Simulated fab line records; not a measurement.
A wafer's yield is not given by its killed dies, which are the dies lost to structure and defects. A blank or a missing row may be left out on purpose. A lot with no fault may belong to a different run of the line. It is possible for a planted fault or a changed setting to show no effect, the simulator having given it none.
Which tool is to blame? / flow berkeley cmos170 / 14 lots with 42 wafers sampled at 5 steps, on a route of 331 steps

WHAT THE GAUGES SHOWED, per wafer
UCB170_M2_OVL_MEAS_16. Usual: M2_OVL typically reads -1 nm, with standard deviation 4.7.
lot=L448; measured=day 7 16:23; on=overlay-01; M2_OVL (nm)=-4 2 -3; flag=
lot=L449; measured=day 7 16:38; on=overlay-02; M2_OVL (nm)=-8 -8 -3; flag=
lot=L447; measured=day 7 16:52; on=overlay-02; M2_OVL (nm)=-8 -1 -4; flag=
lot=L451; measured=day 8 08:46; on=overlay-02; M2_OVL (nm)=-5 2 -2; flag=
lot=L450; measured=day 8 19:50; on=overlay-01; M2_OVL (nm)=-9 -2 -3; flag=
lot=L453; measured=day 8 19:22; on=overlay-02; M2_OVL (nm)=4 2 -5; flag=
lot=L457; measured=day 9 20:16; on=overlay-01; M2_OVL (nm)=5 1 7; flag=
lot=L456; measured=day 9 20:45; on=overlay-02; M2_OVL (nm)=-3 -1 -4; flag=
lot=L458; measured=day 10 04:28; on=overlay-01; M2_OVL (nm)=-4 -2 -3; flag=
lot=L463; measured=day 10 15:19; on=overlay-02; M2_OVL (nm)=3 -4 -2; flag=
lot=L461; measured=day 10 15:03; on=overlay-02; M2_OVL (nm)=-1 0 -1; flag=
lot=L467; measured=day 11 08:40; on=overlay-01; M2_OVL (nm)=2 1 2; flag=
lot=L469; measured=day 12 10:40; on=overlay-01; M2_OVL (nm)=2 -3 0; flag=
lot=L470; measured=day 12 10:52; on=overlay-02; M2_OVL (nm)=2 -1 2; flag=

UCB170_V2_OVL_MEAS_13. Usual: V2_OVL typically reads 2 nm, with standard deviation 4.8.
lot=L448; measured=day 7 19:31; on=overlay-01; V2_OVL (nm)=3 3 2; flag=
lot=L449; measured=day 7 19:04; on=overlay-01; V2_OVL (nm)=-4 -3 -1; flag=
lot=L447; measured=day 7 19:48; on=overlay-02; V2_OVL (nm)=-3 1 1; flag=
lot=L451; measured=day 8 11:04; on=overlay-02; V2_OVL (nm)=-4 0 0; flag=
lot=L450; measured=day 8 22:26; on=overlay-01; V2_OVL (nm)=1 3 1; flag=
lot=L453; measured=day 8 21:49; on=overlay-02; V2_OVL (nm)=-3 -4 2; flag=
lot=L457; measured=day 9 22:58; on=overlay-01; V2_OVL (nm)=6 -2 6; flag=
lot=L456; measured=day 9 23:25; on=overlay-01; V2_OVL (nm)=1 4 1; flag=
lot=L458; measured=day 10 07:13; on=overlay-02; V2_OVL (nm)=4 8 0; flag=
lot=L463; measured=day 10 18:01; on=overlay-01; V2_OVL (nm)=3 3 -3; flag=
lot=L461; measured=day 10 17:34; on=overlay-01; V2_OVL (nm)=2 6 0; flag=
lot=L467; measured=day 11 11:17; on=overlay-02; V2_OVL (nm)=3 6 0; flag=
lot=L469; measured=day 12 13:06; on=overlay-02; V2_OVL (nm)=3 5 2; flag=
lot=L470; measured=day 12 13:23; on=overlay-02; V2_OVL (nm)=-3 6 -1; flag=

EACH LOT AND THE TOOL THAT RAN IT (in order: tool; ch and the chambers of the sampled wafers; start)
lot=L448; UCB170_CONTACT_ETCH_18=rie diel-02 ch 1,2,3, day 7 16:23 or earlier; UCB170_M2_METAL_ETCH_18=rie metal-02 ch 0, day 7 16:28; UCB170_M2_STRIP_19=plasma asher-03 ch 0,1, day 7 16:50
lot=L449; UCB170_CONTACT_ETCH_18=rie diel-04 ch 0,2,3, day 7 16:38 or earlier; UCB170_M2_METAL_ETCH_18=rie metal-03 ch 0,1, day 7 16:42; UCB170_M2_STRIP_19=plasma asher-01 ch 0,1, day 7 16:53
lot=L447; UCB170_CONTACT_ETCH_18=rie diel-04 ch 0,1,3, day 7 16:52 or earlier; UCB170_M2_METAL_ETCH_18=rie metal-04 ch 0,1, day 7 16:56; UCB170_M2_STRIP_19=plasma asher-02 ch 0,1, day 7 17:08
lot=L451; UCB170_CONTACT_ETCH_18=rie diel-02 ch 0,3, day 8 08:46 or earlier; UCB170_M2_METAL_ETCH_18=rie metal-04 ch 0,1, day 8 08:50; UCB170_M2_STRIP_19=plasma asher-02 ch 0,1, day 8 09:01
lot=L450; UCB170_CONTACT_ETCH_18=rie diel-04 ch 1,2,3, day 8 19:50 or earlier; UCB170_M2_METAL_ETCH_18=rie metal-04 ch 0,1, day 8 19:55; UCB170_M2_STRIP_19=plasma asher-02 ch 0,1, day 8 20:10
lot=L453; UCB170_CONTACT_ETCH_18=rie diel-01 ch 1,2,3, day 8 19:22 or earlier; UCB170_M2_METAL_ETCH_18=rie metal-03 ch 0,1, day 8 19:27; UCB170_M2_STRIP_19=plasma asher-03 ch 0,1, day 8 19:38
lot=L457; UCB170_CONTACT_ETCH_18=rie diel-01 ch 0,1,2, day 9 20:16 or earlier; UCB170_M2_METAL_ETCH_18=rie metal-04 ch 0,1, day 9 20:20; UCB170_M2_STRIP_19=plasma asher-03 ch 0,1, day 9 20:32
lot=L456; UCB170_CONTACT_ETCH_18=rie diel-04 ch 1,3, day 9 20:45 or earlier; UCB170_M2_METAL_ETCH_18=rie metal-02 ch 0,1, day 9 20:53; UCB170_M2_STRIP_19=plasma asher-01 ch 0,1, day 9 21:02
lot=L458; UCB170_CONTACT_ETCH_18=rie diel-04 ch 1,3, day 10 04:28 or earlier; UCB170_M2_METAL_ETCH_18=rie metal-04 ch 0,1, day 10 04:32; UCB170_M2_STRIP_19=plasma asher-03 ch 0,1, day 10 04:43
lot=L463; UCB170_CONTACT_ETCH_18=rie diel-01 ch 0,1,2, day 10 15:19 or earlier; UCB170_M2_METAL_ETCH_18=rie metal-04 ch 0,1, day 10 15:23; UCB170_M2_STRIP_19=plasma asher-03 ch 0,1, day 10 15:34
lot=L461; UCB170_CONTACT_ETCH_18=rie diel-02 ch 0,1, day 10 15:03 or earlier; UCB170_M2_METAL_ETCH_18=rie metal-02 ch 0,1, day 10 15:10; UCB170_M2_STRIP_19=plasma asher-03 ch 0,1, day 10 15:20
lot=L467; UCB170_CONTACT_ETCH_18=rie diel-04 ch 0,3, day 11 08:40 or earlier; UCB170_M2_METAL_ETCH_18=rie metal-04 ch 0, day 11 08:44; UCB170_M2_STRIP_19=plasma asher-02 ch 1, day 11 08:56
lot=L469; UCB170_CONTACT_ETCH_18=rie diel-01 ch 0,2, day 12 10:40 or earlier; UCB170_M2_METAL_ETCH_18=rie metal-02 ch 0,1, day 12 10:44; UCB170_M2_STRIP_19=plasma asher-01 ch 1, day 12 10:55
lot=L470; UCB170_CONTACT_ETCH_18=rie diel-04 ch 1,2, day 12 10:52 or earlier; UCB170_M2_METAL_ETCH_18=rie metal-03 ch 0,1, day 12 10:56; UCB170_M2_STRIP_19=plasma asher-02 ch 0,1, day 12 11:07
- UCB170_CONTACT_ETCH_18: etches PSG in CHF3/CF4/Ar, stops on TiSi2, target depth 840 nm, time 195 s.
- UCB170_M2_METAL_ETCH_18: etches Al in Cl2/BCl3, stops on SiO2, target depth 1170 nm, time 195 s.
- UCB170_M2_STRIP_19: strips in O2.

WHAT THE TOOLS THEMSELVES READ (means of the sampled wafers that have a number; where no wafer has one, the mark that the record gives instead)
UCB170_CONTACT_ETCH_18. Usual: cf4 flow sccm 15.00 sccm, standard deviation 0.041; drypump motor current A 5.86 A, standard deviation 0.29; oes product au 0.898 a.u., standard deviation 0.012; throttle valve pct 6.92 %, standard deviation 0.1.
lot=L448; tool=rie diel-02; cf4 flow sccm (sccm)=14.97; drypump motor current A (A)=5.78; oes product au (a.u.)=0.903; throttle valve pct (%)=6.86; flag=
lot=L449; tool=rie diel-04; cf4 flow sccm (sccm)=14.99; drypump motor current A (A)=5.90; oes product au (a.u.)=0.896; throttle valve pct (%)=6.97; flag=
lot=L447; tool=rie diel-04; cf4 flow sccm (sccm)=14.95; drypump motor current A (A)=5.77; oes product au (a.u.)=0.905; throttle valve pct (%)=6.94; flag=
lot=L451; tool=rie diel-02; cf4 flow sccm (sccm)=15.03; drypump motor current A (A)=5.92; oes product au (a.u.)=0.894; throttle valve pct (%)=6.88; flag=
lot=L450; tool=rie diel-04; cf4 flow sccm (sccm)=15.03; drypump motor current A (A)=6.05; oes product au (a.u.)=0.891; throttle valve pct (%)=6.98; flag=
lot=L453; tool=rie diel-01; cf4 flow sccm (sccm)=14.98; drypump motor current A (A)=5.67; oes product au (a.u.)=0.891; throttle valve pct (%)=6.89; flag=
lot=L457; tool=rie diel-01; cf4 flow sccm (sccm)=14.97; drypump motor current A (A)=5.83; oes product au (a.u.)=0.892; throttle valve pct (%)=6.92; flag=
lot=L456; tool=rie diel-04; cf4 flow sccm (sccm)=14.99; drypump motor current A (A)=5.92; oes product au (a.u.)=0.911; throttle valve pct (%)=6.96; flag=
lot=L458; tool=rie diel-04; cf4 flow sccm (sccm)=15.04; drypump motor current A (A)=5.88; oes product au (a.u.)=0.903; throttle valve pct (%)=7.05; flag=
lot=L463; tool=rie diel-01; cf4 flow sccm (sccm)=15.02; drypump motor current A (A)=5.81; oes product au (a.u.)=0.891; throttle valve pct (%)=6.92; flag=
lot=L461; tool=rie diel-02; cf4 flow sccm (sccm)=15.03; drypump motor current A (A)=5.96; oes product au (a.u.)=0.895; throttle valve pct (%)=6.86; flag=
lot=L467; tool=rie diel-04; cf4 flow sccm (sccm)=14.92; drypump motor current A (A)=5.73; oes product au (a.u.)=0.898; throttle valve pct (%)=7.03; flag=
lot=L469; tool=rie diel-01; cf4 flow sccm (sccm)=14.94; drypump motor current A (A)=5.85; oes product au (a.u.)=0.893; throttle valve pct (%)=6.94; flag=
lot=L470; tool=rie diel-04; cf4 flow sccm (sccm)=15.02; drypump motor current A (A)=6.13; oes product au (a.u.)=0.904; throttle valve pct (%)=6.91; flag=

UCB170_M2_METAL_ETCH_18. Usual: drypump motor current A 5.8 A, standard deviation 0.38; oes product au 0.859 a.u., standard deviation 0.011; throttle valve pct 24.53 %, standard deviation 0.3.
lot=L448; tool=rie metal-02; drypump motor current A (A)=5.4; oes product au (a.u.)=0.859; throttle valve pct (%)=24.42; flag=
lot=L449; tool=rie metal-03; drypump motor current A (A)=5.8; oes product au (a.u.)=0.873; throttle valve pct (%)=24.27; flag=
lot=L447; tool=rie metal-04; drypump motor current A (A)=6.0; oes product au (a.u.)=0.853; throttle valve pct (%)=24.74; flag=
lot=L451; tool=rie metal-04; drypump motor current A (A)=6.1; oes product au (a.u.)=0.855; throttle valve pct (%)=24.74; flag=
lot=L450; tool=rie metal-04; drypump motor current A (A)=6.1; oes product au (a.u.)=0.849; throttle valve pct (%)=24.74; flag=
lot=L453; tool=rie metal-03; drypump motor current A (A)=5.8; oes product au (a.u.)=0.866; throttle valve pct (%)=24.27; flag=
lot=L457; tool=rie metal-04; drypump motor current A (A)=6.1; oes product au (a.u.)=0.842; throttle valve pct (%)=24.75; flag=
lot=L456; tool=rie metal-02; drypump motor current A (A)=5.6; oes product au (a.u.)=0.849; throttle valve pct (%)=24.39; flag=
lot=L458; tool=rie metal-04; drypump motor current A (A)=6.1; oes product au (a.u.)=0.849; throttle valve pct (%)=24.73; flag=
lot=L463; tool=rie metal-04; drypump motor current A (A)=6.1; oes product au (a.u.)=0.854; throttle valve pct (%)=24.74; flag=
lot=L461; tool=rie metal-02; drypump motor current A (A)=6.0; oes product au (a.u.)=0.858; throttle valve pct (%)=24.35; flag=
lot=L467; tool=rie metal-04; drypump motor current A (A)=6.2; oes product au (a.u.)=0.845; throttle valve pct (%)=24.73; flag=
lot=L469; tool=rie metal-02; drypump motor current A (A)=5.7; oes product au (a.u.)=0.862; throttle valve pct (%)=24.39; flag=
lot=L470; tool=rie metal-03; drypump motor current A (A)=5.7; oes product au (a.u.)=0.862; throttle valve pct (%)=24.28; flag=

UCB170_M2_STRIP_19. Usual: drypump motor current A 5.82 A, standard deviation 0.24; oes product au 0.538 a.u., standard deviation 0.0088.
lot=L448; tool=plasma asher-03; drypump motor current A (A)=6.05; oes product au (a.u.)=0.532; flag=
lot=L449; tool=plasma asher-01; drypump motor current A (A)=5.57; oes product au (a.u.)=0.535; flag=
lot=L447; tool=plasma asher-02; drypump motor current A (A)=5.83; oes product au (a.u.)=0.541; flag=
lot=L451; tool=plasma asher-02; drypump motor current A (A)=5.71; oes product au (a.u.)=0.542; flag=
lot=L450; tool=plasma asher-02; drypump motor current A (A)=5.70; oes product au (a.u.)=0.542; flag=
lot=L453; tool=plasma asher-03; drypump motor current A (A)=6.07; oes product au (a.u.)=0.541; flag=
lot=L457; tool=plasma asher-03; drypump motor current A (A)=6.08; oes product au (a.u.)=0.541; flag=
lot=L456; tool=plasma asher-01; drypump motor current A (A)=5.57; oes product au (a.u.)=0.527; flag=
lot=L458; tool=plasma asher-03; drypump motor current A (A)=6.07; oes product au (a.u.)=0.540; flag=
lot=L463; tool=plasma asher-03; drypump motor current A (A)=6.08; oes product au (a.u.)=0.676; flag=OFF
lot=L461; tool=plasma asher-03; drypump motor current A (A)=6.08; oes product au (a.u.)=0.535; flag=
lot=L467; tool=plasma asher-02; drypump motor current A (A)=5.58; oes product au (a.u.)=0.681; flag=OFF
lot=L469; tool=plasma asher-01; drypump motor current A (A)=5.64; oes product au (a.u.)=0.527; flag=
lot=L470; tool=plasma asher-02; drypump motor current A (A)=5.68; oes product au (a.u.)=0.540; flag=

THE ANSWER, worked out from the rows above alone
Rule: take the mean of a lot's wafers that have a number; if it is more than 3 standard deviations from the usual mean, the lot is off. A lot without any number at a reading at which 4 lots or more have one is off too. Any other lot the step has rows for is counted as sound. First the gauges in route order, then the tools' own readings, where a lot's mean is used as printed above. At the first step where some lot is off, the reading lying furthest off is the one used; lots without a number count as furthest.
Off at UCB170_M2_STRIP_19 (oes product au): L463, L467.
If a tool, at that step or one of the process steps before it, ran each lot that is off and ran no sound lot following the first of them, it fits. UCB170_CONTACT_ETCH_18: start missing for some lots; hours and lot order therefore follow UCB170_M2_OVL_MEAS_16. One candidate fits, namely rie metal-04 at UCB170_M2_METAL_ETCH_18. A fault onset in the window from L458 (day 10 04:32, its last sound lot) to L463 (day 10 15:23, its first lot off) fits.

WHAT THE SIMULATOR HAD INSERTED
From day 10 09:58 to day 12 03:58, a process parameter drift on rie metal-04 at UCB170_M2_METAL_ETCH_18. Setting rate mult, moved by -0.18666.
Shown lots that were struck: L463, L467. The rule above found the same.
